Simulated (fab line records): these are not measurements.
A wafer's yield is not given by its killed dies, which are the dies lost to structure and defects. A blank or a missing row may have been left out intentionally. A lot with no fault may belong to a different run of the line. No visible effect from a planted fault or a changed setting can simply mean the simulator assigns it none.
Chamber matching    flow berkeley-cmos170    cmp-01 running UCB170_V2_CMP_02: 4 sister chambers
The step polishes SiO2. 4 wafers are shown with their chamber, then 12 later ones without.

## WAFERS WITH THEIR CHAMBER
wafer   chamber  motor-current-A (A)
L908.4  1        19.1
L912.1  2        16.0
L912.3  0        16.4
L912.6  3        18.4

## WAFERS WITH NO CHAMBER GIVEN
wafer   motor-current-A (A)
L915.3  15.4
L915.5  15.4
L915.6  19.6
L917.4  17.5
L917.5  17.8
L917.6  15.6
L920.2  18.6
L920.5  17.8
L920.6  15.7
L922.2  18.9
L922.4  18.8
L922.5  19.7

## CHAMBER TAKEN BY EACH
wafer   from the rows above                in truth
L915.3  can't be placed: 2 or 0            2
L915.5  can't be placed: 2 or 0            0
L915.6  can't be placed: 1 or 3            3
L917.4  can't be placed: 3 or 0 or 2 or 1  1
L917.5  can't be placed: 3 or 1 or 0       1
L917.6  can't be placed: 2 or 0            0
L920.2  can't be placed: 3 or 1            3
L920.5  can't be placed: 3 or 1 or 0       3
L920.6  can't be placed: 2 or 0            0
L922.2  can't be placed: 1 or 3            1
L922.4  can't be placed: 1 or 3            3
L922.5  can't be placed: 1 or 3            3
0 of 12 placed correctly. Can't be placed from these rows: 12 (the true chamber is among the candidates in 12). Wrongly placed: 0.
How it was worked out, from the rows above alone: a wafer's distance from a chamber is the root of the sum, over the readings, of the square of ((its reading less the chamber's mean) divided by the reading's scatter). The wafer belongs to the nearest chamber; if the next one is less than 2 further off, it can't be placed. A chamber's mean is the mean of its shown wafers. The scatter: root of mean squared gap, hidden wafer to nearest shown wafer, with one shown wafer a chamber.
